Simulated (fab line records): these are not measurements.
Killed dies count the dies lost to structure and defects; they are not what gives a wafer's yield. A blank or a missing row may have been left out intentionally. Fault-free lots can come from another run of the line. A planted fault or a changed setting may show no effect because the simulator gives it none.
Shared-tool check | flow berkeleyCmos170 | Sampled: 16 lots, 48 wafers

WHY THIS WAS OPENED
4 of 16 lots carry a flag on the reading NWELL_OVL at UCB170_NWELL_OVL_MEAS_12. No-fault wafers: 4 nm, standard deviation 5.5.
Rule: a lot is flagged in two cases, either no wafer of it has a number, or all its wafers with numbers fall more than 4 standard deviations from that mean. The other lots count as sound.

lot  | measured    | on         | NWELL_OVL (nm), wafer by wafer | flag
L337 | day 2 08:32 | overlay-01 | 5 7 11                         | 
L338 | day 2 14:58 | overlay-01 | 8 9 11                         | 
L339 | day 2 15:09 | overlay-01 | -2 -3 -3                       | 
L340 | day 2 19:15 | overlay-02 | 11 3 5                         | 
L341 | day 3 01:52 | overlay-01 | 0 1 5                          | 
L342 | day 3 05:20 | overlay-01 | -2 -1 3                        | 
L343 | day 3 13:52 | overlay-01 | 5 1 3                          | 
L344 | day 3 17:53 | overlay-01 | 1028 1028 1018                 | FLAGGED
L347 | day 4 08:36 | overlay-02 | 1027 1029 1023                 | FLAGGED
L348 | day 4 14:52 | overlay-01 | 1035 1037 1037                 | FLAGGED
L350 | day 4 22:06 | overlay-02 | 1027 1026 1023                 | FLAGGED
L352 | day 5 06:10 | overlay-01 | 1 -1 -2                        | 
L353 | day 5 13:16 | overlay-02 | -4 0 -8                        | 
L356 | day 6 15:53 | overlay-02 | 3 -2 5                         | 
L358 | day 6 23:07 | overlay-01 | 5 4 3                          | 
L360 | day 7 02:10 | overlay-01 | 10 17 11                       | 
Averaged over the flagged lots the numbers come to 1028 nm, +1024 nm from the usual (+99 or more standard deviations).

TOOL THAT RAN EACH LOT
The record holds 1 process step before the reading, out of a route of 331 steps. Every cell lists first the tool, next ch and the chambers used by the sampled wafers, and last the start.
lot  | flag    | UCB170_NWELL_EXPOSE_09
L337 |         | krfScanner-02 ch 0, day 2 08:09
L338 |         | krfScanner-01 ch 0, day 2 14:05
L339 |         | krfScanner-01 ch 0, day 2 14:11
L340 |         | krfScanner-02 ch 0, day 2 18:54
L341 |         | krfScanner-02 ch 0, day 3 01:06
L342 |         | krfScanner-01 ch 0, day 3 04:49
L343 |         | krfScanner-01 ch 0, day 3 13:29
L344 | FLAGGED | krfScanner-01 ch 0, day 3 17:29
L347 | FLAGGED | krfScanner-01 ch 0, day 4 07:52
L348 | FLAGGED | krfScanner-01 ch 0, day 4 13:41
L350 | FLAGGED | krfScanner-01 ch 0, day 4 21:29
L352 |         | krfScanner-02 ch 0, day 5 05:19
L353 |         | krfScanner-02 ch 0, day 5 12:31
L356 |         | krfScanner-02 ch 0, day 6 15:30
L358 |         | krfScanner-02 ch 0, day 6 22:38
L360 |         | krfScanner-02 ch 0, day 7 01:37
These steps, and what they do:
- UCB170_NWELL_EXPOSE_09: exposes mask NWELL, target cd 3000 nm.
- UCB170_NWELL_OVL_MEAS_12

FLAGGED OVER TOTAL, TOOL BY TOOL (the gauges that took the reading come last)
step                     | tool          | lots run | flagged | share of the flagged lots | sound lots run after its first flagged lot
UCB170_NWELL_EXPOSE_09   | krfScanner-01 | 8        | 4       | all                       | 0
UCB170_NWELL_EXPOSE_09   | krfScanner-02 | 8        | 0       | none                      | -
UCB170_NWELL_OVL_MEAS_12 | overlay-01    | 11       | 2       | some                      | 3 (L352,L358,L360)
UCB170_NWELL_OVL_MEAS_12 | overlay-02    | 5        | 2       | some                      | 2 (L353,L356)

WHAT THE TABLE ALLOWS
In the table, 1 row covers all flagged lots: krfScanner-01 at UCB170_NWELL_EXPOSE_09.
- krfScanner-01 at UCB170_NWELL_EXPOSE_09 ran 8 lots, 4 of them flagged. Last sound lot L343 at day 3 13:29, first flagged lot L344 at day 3 17:29; a fault beginning in between fits.
One tool is left: krfScanner-01 at UCB170_NWELL_EXPOSE_09.

WHAT THE SIMULATOR HAD INSERTED
Scanner matching overlay: krfScanner-01, from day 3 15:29 on, at UCB170_NWELL_EXPOSE_09. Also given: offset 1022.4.
Struck lots among those shown: L344, L347, L348, L350. The rule given above showed the same thing.
